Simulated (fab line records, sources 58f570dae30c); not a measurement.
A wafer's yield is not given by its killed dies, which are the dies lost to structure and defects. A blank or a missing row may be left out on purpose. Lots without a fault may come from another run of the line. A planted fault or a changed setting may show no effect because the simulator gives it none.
Comparing a struck lot with a sound one | flow berkeleyCmos170 | 43 steps out of a route of 331
Sound: wafers L570.1, L570.4, L570.5. Struck: wafers L578.2, L578.4, L578.6. The cause is given at the end.
At each step with rows: each side's tool, then ch and its chambers, then its first start. Under that, the readings that differ: sound wafers | struck wafers | difference of the means | sigmas: that difference in standard deviations of wafers without a fault.
alike: readings whose means differ by less than 2 such deviations, and words and numbers that are the same on both sides. not compared: withheld readings, readings that some wafer has no value for, bounds like >300 that may hide the same value, and numbers for which the record gives no deviation and whose values overlap.
The two part at a step that has a row with sigmas, a row that says differs or no value, or rows on one side only. Numbers that don't overlap but have no deviation are shown without sigmas and don't part them. A reading missing from all wafers of one side parts the sides only when that side holds two or more wafers.

UCB170_PLDD_STRIP_10: strips in O2.
  sound on plasmaAsher-01 ch 0,1, day 7 20:43; struck on plasmaAsher-03 ch 1, day 9 00:50
  alike: drypumpMotorCurrentA, o2FlowSccm, oesProductAu, stripTimeToEndpointS
  not compared: rfHoursCounterH
UCB170_PLDD_TW_MEAS_11:
  sound on filmMetro-01, day 7 20:49; struck on filmMetro-01, day 9 00:56
  alike: PLDD_TW
then, 7 steps without rows for these wafers: UCB170_PLDD_CLEAN_12 (cleans in SPM, time 600 s); UCB170_NLDD_HMDS_00 (prime time 60 s); UCB170_NLDD_COAT_01 (resist thk 900 nm); UCB170_NLDD_SOFTBAKE_02 (time 60 s); UCB170_NLDD_EXPOSE_03 (exposes mask NSELECT, target cd 1200 nm); UCB170_NLDD_PEB_04; UCB170_NLDD_DEVELOP_05 (develop time 45 s).
UCB170_NLDD_CD_MEAS_06: the cd target is 1200 nm.
  sound on cdSem-01, day 7 22:22; struck on cdSem-01, day 9 03:22
  alike: cdNm
UCB170_NLDD_OVL_MEAS_07:
  sound on overlay-01, day 7 22:29; struck on overlay-01, day 9 03:29
  alike: NLDD_OVL
after that, 1 step had no rows for these wafers: UCB170_NLDD_IMPLANT_08.
UCB170_NLDD_IMPLANT_09:
  sound on implanter-03 ch 0, day 7 22:40; struck on implanter-03 ch 0, day 9 03:41
reading          | sound            | struck            | difference | sigmas
beamOnS (s)      | 10.32 10.16 9.75 | 14.63 14.26 14.74 | +4.47      | +20
faradayCurrentUA | 154 155 162      | 108 111 108       | -48        | -14
  alike: beamEnergyKeV
UCB170_NLDD_STRIP_10: strips in O2.
  sound on plasmaAsher-01 ch 0,1, day 7 22:49; struck on plasmaAsher-01 ch 1, day 9 03:49
  alike: drypumpMotorCurrentA, o2FlowSccm, oesProductAu, stripTimeToEndpointS
  not compared: rfHoursCounterH
UCB170_NLDD_TW_MEAS_11:
  sound on filmMetro-04, day 7 22:55; struck on filmMetro-04, day 9 04:09
reading | sound          | struck         | difference | sigmas
NLDD_TW | 2247 2249 2244 | 2333 2323 2350 | +89        | +4
  not compared: hold
UCB170_SPACER_CVD_00: deposits SiO2 from TEOS/O2, target thk 376 nm, time 47 s.
  sound on pecvd-03 ch 0,1, day 7 23:10; struck on pecvd-03 ch 0,1,2, day 9 06:33
  alike: heaterPowerW
UCB170_SPACER_THK_MEAS_01:
  sound on filmMetro-03, day 7 23:12; struck on filmMetro-02, day 9 06:36
  alike: SPACER_TEOS_THK
then, 1 step without rows for these wafers: UCB170_SPACER_ANNEAL_02 (time 1800 s).
UCB170_SPACER_ETCHBACK_03: etches SiO2 in CHF3/CF4/Ar, stops on Si, target depth 376 nm, time 100 s.
  sound on rieDiel-03 ch 0,3, day 8 02:40; struck on rieDiel-03 ch 0,2, day 9 10:00
  alike: drypumpMotorCurrentA, oesProductAu, throttleValvePct
  not compared: rfHoursCounterH
then, 6 steps without rows for these wafers: UCB170_PSD_HMDS_00 (prime time 60 s); UCB170_PSD_COAT_01 (resist thk 900 nm); UCB170_PSD_SOFTBAKE_02 (time 60 s); UCB170_PSD_EXPOSE_03 (exposes mask PSELECT MOD, target cd 1200 nm); UCB170_PSD_PEB_04; UCB170_PSD_DEVELOP_05 (develop time 45 s).
UCB170_PSD_CD_MEAS_06: the cd target is 1200 nm.
  sound on cdSem-01, day 8 04:50; struck on cdSem-01, day 9 12:17
  alike: cdNm
UCB170_PSD_OVL_MEAS_07:
  sound on overlay-01, day 8 04:58; struck on overlay-02, day 9 12:23
  alike: PSD_OVL
then, 2 steps without rows for these wafers: UCB170_PSD_IMPLANT_08; UCB170_PSD_STRIP_09 (strips in O2).
UCB170_PSD_TW_MEAS_10:
  sound on filmMetro-03, day 8 05:15; struck on filmMetro-04, day 9 12:40
  alike: PSD_TW
then, 7 steps without rows for these wafers: UCB170_PSD_CLEAN_11 (cleans in SPM, time 600 s); UCB170_NSD_HMDS_00 (prime time 60 s); UCB170_NSD_COAT_01 (resist thk 900 nm); UCB170_NSD_SOFTBAKE_02 (time 60 s); UCB170_NSD_EXPOSE_03 (exposes mask NSELECT MOD, target cd 1200 nm); UCB170_NSD_PEB_04; UCB170_NSD_DEVELOP_05 (develop time 45 s).
UCB170_NSD_CD_MEAS_06: the cd target is 1200 nm.
  sound on cdSem-02, day 8 08:28; struck on cdSem-02, day 9 16:50
reading   | sound                | struck               | difference | sigmas
cdNm (nm) | 1199.7 1200.7 1199.8 | 1203.1 1202.5 1203.5 | +3.0       | +2
UCB170_NSD_OVL_MEAS_07:
  sound on overlay-01, day 8 08:35; struck on overlay-02, day 9 16:56
  alike: NSD_OVL
after that, 1 step had no rows for these wafers: UCB170_NSD_IMPLANT_08.
UCB170_NSD_STRIP_09: strips in O2.
  sound on plasmaAsher-01 ch 0,1, day 8 08:47; struck on plasmaAsher-02 ch 0, day 9 17:07
reading                  | sound             | struck            | difference | sigmas
stripTimeToEndpointS (s) | 35.57 35.55 35.52 | 35.84 35.72 35.76 | +0.23      | +4
  alike: drypumpMotorCurrentA, o2FlowSccm, oesProductAu
  not compared: rfHoursCounterH
UCB170_SDANNEAL_RS_MEAS_05: the measuring method here is four-point-probe.
  sound on filmMetro-01, day 8 11:36; struck on filmMetro-04, day 9 19:12
reading          | sound             | struck            | difference | sigmas
NLDD_RS (ohm/sq) | 615.0 615.4 615.4 | 542.2 541.3 541.2 | -73.7      | -57
  not compared: hold
UCB170_M3_PROBE_99:
  rows exist in the record for the sound wafers here (prober-02, day 9 13:34), none for the struck ones

== WHERE THEY PART ==
Last at UCB170_M3_PROBE_99 as far as this record goes, first at UCB170_NLDD_IMPLANT_09.

WHY: whatever the simulator had introduced
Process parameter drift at UCB170_NLDD_IMPLANT_09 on implanter-03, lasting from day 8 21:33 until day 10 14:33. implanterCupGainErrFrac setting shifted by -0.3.
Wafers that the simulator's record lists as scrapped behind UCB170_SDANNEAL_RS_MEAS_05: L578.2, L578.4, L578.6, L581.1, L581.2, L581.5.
